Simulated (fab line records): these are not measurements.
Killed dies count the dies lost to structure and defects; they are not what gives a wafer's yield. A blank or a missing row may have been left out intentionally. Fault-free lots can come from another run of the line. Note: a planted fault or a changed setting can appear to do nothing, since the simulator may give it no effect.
fab line records / flow rit_cmos
record lots=14 wafers=42 last_day=8
route steps=202 shown ACTIVE@11 M1@202
lots that met no fault: taken from a fault-free run of the same line
start_h: hours from the record's first day to the start of the lot's first wafer shown / wait_h: hours since the lot's step before / " unchanged from the row above / L1.1+2: a row that stands for several wafers / - either no value or no given start / * or withheld: withheld / < > ~ a bound
route shown NAME@n: a module of which the file shows steps, and the number in the route of the first / usual: mean and standard deviation over wafers with no fault / same: alike in all rows / chamber/n: place in a boat / sites: each site's reading / _std_site: the standard deviation of these / _edge_site: inner sites' mean taken away from outer sites' mean / radius_mm: how far each site lies from the wafer's centre / mask NAME#n: copy n / behind: tool/chamber where the wafer was last shaped / hold: why the lot was held/for how many hours/how that ended / device: transistor that didn't switch, given as n, p or np / end of line: tests run on the same wafers once the route is complete / for a step that has no rows: nothing shown but its recipe / killed: dies lost to structure and defects at the first sort, not the wafer's yield / map: the dies of a wafer, with x for killed, . for not killed, _ for no die there
set.NAME: the setting that was run; set.NAME@STEP: the one run at that earlier step / model.NAME: the simulator's own value behind a step, which no gauge read
one table for each step of the route and one row for each wafer, over a sample of lots
## steps
# step RIT_ACTIVE_DEVELOP_10
# recipe resist=NOVOLAK develop_time_s=50 dev_temp_c=23
# usual chill_plate_temp_C=22.97/0.099
lot.wafer=L885.3 tool=litho_track-03 chamber=0 start_h=15 wait_h=- chill_plate_temp_C=22.83
lot.wafer=L885.4 tool=litho_track-03 chamber=0 start_h=15 wait_h=- chill_plate_temp_C=22.88
lot.wafer=L885.6 tool=litho_track-03 chamber=0 start_h=15 wait_h=- chill_plate_temp_C=22.91
lot.wafer=L886.2 tool=litho_track-01 chamber=0 start_h=21 wait_h=- chill_plate_temp_C=23.01
lot.wafer=L886.4 tool=litho_track-01 chamber=0 start_h=21 wait_h=- chill_plate_temp_C=22.98
lot.wafer=L886.6 tool=litho_track-01 chamber=0 start_h=21 wait_h=- chill_plate_temp_C=23.06
lot.wafer=L887.1 tool=litho_track-01 chamber=0 start_h=24 wait_h=- chill_plate_temp_C=22.89
lot.wafer=L887.3 tool=litho_track-01 chamber=0 start_h=24 wait_h=- chill_plate_temp_C=23.00
lot.wafer=L887.6 tool=litho_track-01 chamber=0 start_h=24 wait_h=- chill_plate_temp_C=22.92
lot.wafer=L889.1 tool=litho_track-01 chamber=0 start_h=34 wait_h=- chill_plate_temp_C=22.73
lot.wafer=L889.5 tool=litho_track-01 chamber=0 start_h=34 wait_h=- chill_plate_temp_C=22.93
lot.wafer=L889.6 tool=litho_track-01 chamber=0 start_h=34 wait_h=- chill_plate_temp_C=22.83
lot.wafer=L891.2 tool=litho_track-03 chamber=0 start_h=44 wait_h=- chill_plate_temp_C=22.80
lot.wafer=L891.4 tool=litho_track-03 chamber=0 start_h=44 wait_h=- chill_plate_temp_C=22.99
lot.wafer=L891.6 tool=litho_track-03 chamber=0 start_h=44 wait_h=- chill_plate_temp_C=22.85
lot.wafer=L892.2 tool=litho_track-03 chamber=0 start_h=49 wait_h=- chill_plate_temp_C=22.95
lot.wafer=L892.3 tool=litho_track-03 chamber=0 start_h=49 wait_h=- chill_plate_temp_C=23.04
lot.wafer=L892.4 tool=litho_track-03 chamber=0 start_h=49 wait_h=- chill_plate_temp_C=22.80
lot.wafer=L893.3 tool=litho_track-01 chamber=0 start_h=54 wait_h=- chill_plate_temp_C=22.93
lot.wafer=L893.4 tool=litho_track-01 chamber=0 start_h=54 wait_h=- chill_plate_temp_C=23.00
lot.wafer=L893.5 tool=litho_track-01 chamber=0 start_h=54 wait_h=- chill_plate_temp_C=23.09
lot.wafer=L894.3 tool=litho_track-03 chamber=0 start_h=61 wait_h=- chill_plate_temp_C=23.01
lot.wafer=L894.4 tool=litho_track-03 chamber=0 start_h=61 wait_h=- chill_plate_temp_C=22.82
lot.wafer=L894.6 tool=litho_track-03 chamber=0 start_h=61 wait_h=- chill_plate_temp_C=22.82
lot.wafer=L896.2 tool=litho_track-01 chamber=0 start_h=75 wait_h=- chill_plate_temp_C=22.85
lot.wafer=L896.3 tool=litho_track-01 chamber=0 start_h=75 wait_h=- chill_plate_temp_C=23.14
lot.wafer=L896.6 tool=litho_track-01 chamber=0 start_h=75 wait_h=- chill_plate_temp_C=22.83
lot.wafer=L898.2 tool=litho_track-01 chamber=0 start_h=79 wait_h=- chill_plate_temp_C=22.79
lot.wafer=L898.5 tool=litho_track-01 chamber=0 start_h=79 wait_h=- chill_plate_temp_C=22.91
lot.wafer=L898.6 tool=litho_track-01 chamber=0 start_h=79 wait_h=- chill_plate_temp_C=23.06
lot.wafer=L899.2 tool=litho_track-01 chamber=0 start_h=85 wait_h=- chill_plate_temp_C=22.95
lot.wafer=L899.3 tool=litho_track-01 chamber=0 start_h=85 wait_h=- chill_plate_temp_C=23.04
lot.wafer=L899.5 tool=litho_track-01 chamber=0 start_h=85 wait_h=- chill_plate_temp_C=22.92
lot.wafer=L902.3 tool=litho_track-04 chamber=0 start_h=100 wait_h=- chill_plate_temp_C=23.00
lot.wafer=L902.4 tool=litho_track-04 chamber=0 start_h=100 wait_h=- chill_plate_temp_C=22.98
lot.wafer=L902.5 tool=litho_track-04 chamber=0 start_h=100 wait_h=- chill_plate_temp_C=22.83
lot.wafer=L903.1 tool=litho_track-01 chamber=0 start_h=105 wait_h=- chill_plate_temp_C=22.93
lot.wafer=L903.4 tool=litho_track-01 chamber=0 start_h=105 wait_h=- chill_plate_temp_C=23.08
lot.wafer=L903.5 tool=litho_track-01 chamber=0 start_h=105 wait_h=- chill_plate_temp_C=23.03
lot.wafer=L908.1 tool=litho_track-03 chamber=0 start_h=130 wait_h=- chill_plate_temp_C=22.84
lot.wafer=L908.2 tool=litho_track-03 chamber=0 start_h=130 wait_h=- chill_plate_temp_C=22.92
lot.wafer=L908.6 tool=litho_track-03 chamber=0 start_h=130 wait_h=- chill_plate_temp_C=22.77
# step RIT_ACTIVE_CD_MEAS_11
# recipe target_cd_nm=1400
# usual cd_nm=1400.1/2.4
lot.wafer=L885.3 tool=cd_sem-01 chamber=- start_h=15.31 wait_h=- hold=- cd_nm=1398.5
lot.wafer=L885.4 tool=cd_sem-01 chamber=- start_h=15.31 wait_h=- hold=- cd_nm=1398.2
lot.wafer=L885.6 tool=cd_sem-01 chamber=- start_h=15.31 wait_h=- hold=- cd_nm=1396.8
lot.wafer=L886.2 tool=cd_sem-02 chamber=- start_h=21.75 wait_h=- hold=- cd_nm=1396.1
lot.wafer=L886.4 tool=cd_sem-02 chamber=- start_h=21.75 wait_h=- hold=- cd_nm=1396.3
lot.wafer=L886.6 tool=cd_sem-02 chamber=- start_h=21.75 wait_h=- hold=- cd_nm=1394.2
lot.wafer=L887.1 tool=cd_sem-02 chamber=- start_h=24.72 wait_h=- hold=- cd_nm=1399.1
lot.wafer=L887.3 tool=cd_sem-02 chamber=- start_h=24.72 wait_h=- hold=- cd_nm=1400.9
lot.wafer=L887.6 tool=cd_sem-02 chamber=- start_h=24.72 wait_h=- hold=- cd_nm=1403.4
lot.wafer=L889.1 tool=cd_sem-02 chamber=- start_h=34.49 wait_h=- hold=- cd_nm=1399.5
lot.wafer=L889.5 tool=cd_sem-02 chamber=- start_h=34.49 wait_h=- hold=- cd_nm=1398.3
lot.wafer=L889.6 tool=cd_sem-02 chamber=- start_h=34.49 wait_h=- hold=- cd_nm=1398.6
lot.wafer=L891.2 tool=cd_sem-01 chamber=- start_h=44.58 wait_h=- hold=- cd_nm=1397.1
lot.wafer=L891.4 tool=cd_sem-01 chamber=- start_h=44.58 wait_h=- hold=- cd_nm=1398.1
lot.wafer=L891.6 tool=cd_sem-01 chamber=- start_h=44.58 wait_h=- hold=- cd_nm=1400.2
lot.wafer=L892.2 tool=cd_sem-02 chamber=- start_h=49.53 wait_h=- hold=- cd_nm=1402.3
lot.wafer=L892.3 tool=cd_sem-02 chamber=- start_h=49.53 wait_h=- hold=- cd_nm=1403.3
lot.wafer=L892.4 tool=cd_sem-02 chamber=- start_h=49.53 wait_h=- hold=- cd_nm=1403.0
lot.wafer=L893.3 tool=cd_sem-02 chamber=- start_h=54.60 wait_h=- hold=- cd_nm=1402.3
lot.wafer=L893.4 tool=cd_sem-02 chamber=- start_h=54.60 wait_h=- hold=- cd_nm=1404.1
lot.wafer=L893.5 tool=cd_sem-02 chamber=- start_h=54.60 wait_h=- hold=- cd_nm=1403.7
lot.wafer=L894.3 tool=cd_sem-01 chamber=- start_h=61.48 wait_h=- hold=- cd_nm=1403.7
lot.wafer=L894.4 tool=cd_sem-01 chamber=- start_h=61.48 wait_h=- hold=- cd_nm=1403.5
lot.wafer=L894.6 tool=cd_sem-01 chamber=- start_h=61.48 wait_h=- hold=- cd_nm=1402.6
lot.wafer=L896.2 tool=cd_sem-01 chamber=- start_h=75.45 wait_h=- hold=- cd_nm=1399.6
lot.wafer=L896.3 tool=cd_sem-01 chamber=- start_h=75.45 wait_h=- hold=- cd_nm=1399.6
lot.wafer=L896.6 tool=cd_sem-01 chamber=- start_h=75.45 wait_h=- hold=- cd_nm=1397.4
lot.wafer=L898.2 tool=cd_sem-01 chamber=- start_h=79.60 wait_h=- hold=- cd_nm=1397.9
lot.wafer=L898.5 tool=cd_sem-01 chamber=- start_h=79.60 wait_h=- hold=- cd_nm=1397.2
lot.wafer=L898.6 tool=cd_sem-01 chamber=- start_h=79.60 wait_h=- hold=- cd_nm=1394.6
lot.wafer=L899.2 tool=cd_sem-02 chamber=- start_h=86.06 wait_h=- hold=await_dispo/0.2h/release cd_nm=1681.7
lot.wafer=L899.3 tool=cd_sem-02 chamber=- start_h=86.06 wait_h=- hold=await_dispo/0.2h/release cd_nm=1681.6
lot.wafer=L899.5 tool=cd_sem-02 chamber=- start_h=86.06 wait_h=- hold=await_dispo/0.2h/release cd_nm=1682.4
lot.wafer=L899.2 tool=cd_sem-02 chamber=- start_h=86.35 wait_h=0.3 hold=- cd_nm=1681.7
lot.wafer=L899.3 tool=cd_sem-02 chamber=- start_h=86.35 wait_h=0.3 hold=- cd_nm=1681.4
lot.wafer=L899.5 tool=cd_sem-02 chamber=- start_h=86.35 wait_h=0.3 hold=- cd_nm=1682.4
lot.wafer=L902.3 tool=cd_sem-01 chamber=- start_h=100.63 wait_h=- hold=- cd_nm=1403.7
lot.wafer=L902.4 tool=cd_sem-01 chamber=- start_h=100.63 wait_h=- hold=- cd_nm=1403.4
lot.wafer=L902.5 tool=cd_sem-01 chamber=- start_h=100.63 wait_h=- hold=- cd_nm=1402.0
lot.wafer=L903.1 tool=cd_sem-02 chamber=- start_h=105.89 wait_h=- hold=await_dispo/0.2h/release cd_nm=1681.2
lot.wafer=L903.4 tool=cd_sem-02 chamber=- start_h=105.89 wait_h=- hold=await_dispo/0.2h/release cd_nm=1679.9
lot.wafer=L903.5 tool=cd_sem-02 chamber=- start_h=105.89 wait_h=- hold=await_dispo/0.2h/release cd_nm=1681.5
lot.wafer=L903.1 tool=cd_sem-02 chamber=- start_h=106.18 wait_h=0.3 hold=- cd_nm=1681.0
lot.wafer=L903.4 tool=cd_sem-02 chamber=- start_h=106.18 wait_h=0.3 hold=- cd_nm=1679.1
lot.wafer=L903.5 tool=cd_sem-02 chamber=- start_h=106.18 wait_h=0.3 hold=- cd_nm=1681.4
lot.wafer=L908.1 tool=cd_sem-02 chamber=- start_h=130.46 wait_h=- hold=- cd_nm=1405.5
lot.wafer=L908.2 tool=cd_sem-02 chamber=- start_h=130.46 wait_h=- hold=- cd_nm=1404.2
lot.wafer=L908.6 tool=cd_sem-02 chamber=- start_h=130.46 wait_h=- hold=- cd_nm=1402.6
# step RIT_M1_PROBE_99
# usual defect_limited_yield=97.5/1.2 killed_at_M0_to_M3=0.0/0.12 killed_at_contacts=0.1/0.32 killed_at_front_end=6/3.1 killed_dies=7/3.2 killed_open=3.1/1.9 killed_short=3.5/2.2 sort_bin_3_pad_short=0.2/0.24 sort_bin_5_function=1.5/0.86 sort_bin_6_memory=0.9/0.59 sort_n_pass=257/3.2 sort_yield_pct=97.5/1.2
# same gross_dies=264 killed_at_M4_up=0 killed_at_back_side=0 killed_at_other=0
lot.wafer=L891.2 tool=prober-02 chamber=- start_h=96.11 wait_h=0.1 defect_limited_yield[%]=98.5 killed_at_M0_to_M3=0 killed_at_contacts=0 killed_at_front_end=4 killed_dies=4 killed_open=3 killed_short=1 sort_bin_3_pad_short[%]=0 sort_bin_5_function[%]=0.8 sort_bin_6_memory[%]=0.8 sort_n_pass=260 sort_yield_pct[%]=98.5
lot.wafer=L891.4 tool=prober-02 chamber=- start_h=96.21 wait_h=0.2 defect_limited_yield[%]=97.0 killed_at_M0_to_M3=0 killed_at_contacts=0 killed_at_front_end=8 killed_dies=8 killed_open=5 killed_short=3 sort_bin_3_pad_short[%]=0 sort_bin_5_function[%]=2.3 sort_bin_6_memory[%]=0.8 sort_n_pass=256 sort_yield_pct[%]=97.0
lot.wafer=L891.6 tool=prober-02 chamber=- start_h=96.31 wait_h=0.2 defect_limited_yield[%]=99.2 killed_at_M0_to_M3=0 killed_at_contacts=0 killed_at_front_end=2 killed_dies=2 killed_open=1 killed_short=1 sort_bin_3_pad_short[%]=0 sort_bin_5_function[%]=0.4 sort_bin_6_memory[%]=0.4 sort_n_pass=262 sort_yield_pct[%]=99.2
# killed by level:class
L891.2 FOX1:geometric_particle:open=2 GATE:geometric_particle:open=1 SPACER:geometric_particle:short=1
L891.4 FOX1:geometric_particle:open=2 GATE:geometric_particle:open=2 FOX1:geometric_particle:short=1 GATE:geometric_particle:short=1 REOX:geometric_particle:open=1 SILICIDE:geometric_particle:short=1
L891.6 GATE:geometric_particle:short=1 SPACER:geometric_particle:open=1
## key
first_sign step=RIT_ACTIVE_CD_MEAS_11 reading=visit direction=added
effect step=RIT_ACTIVE_CD_MEAS_11 reading=cd_nm direction=up sigmas=99+ usual=1400.1 struck=1681.4
met_at RIT_ACTIVE_DEVELOP_10
struck_lots L899,L903
scrapped_behind RIT_ACTIVE_CD_MEAS_11 L899.2,L899.3,L899.5,L903.1,L903.4,L903.5
onset_between 79 85
fault kind=process_parameter_drift tool=litho_track-01 chamber=- onset_h=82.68 steps=RIT_ACTIVE_DEVELOP_10 channel=develop_time_s offset=* shape=step end_h=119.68 acts_in=* stated=*
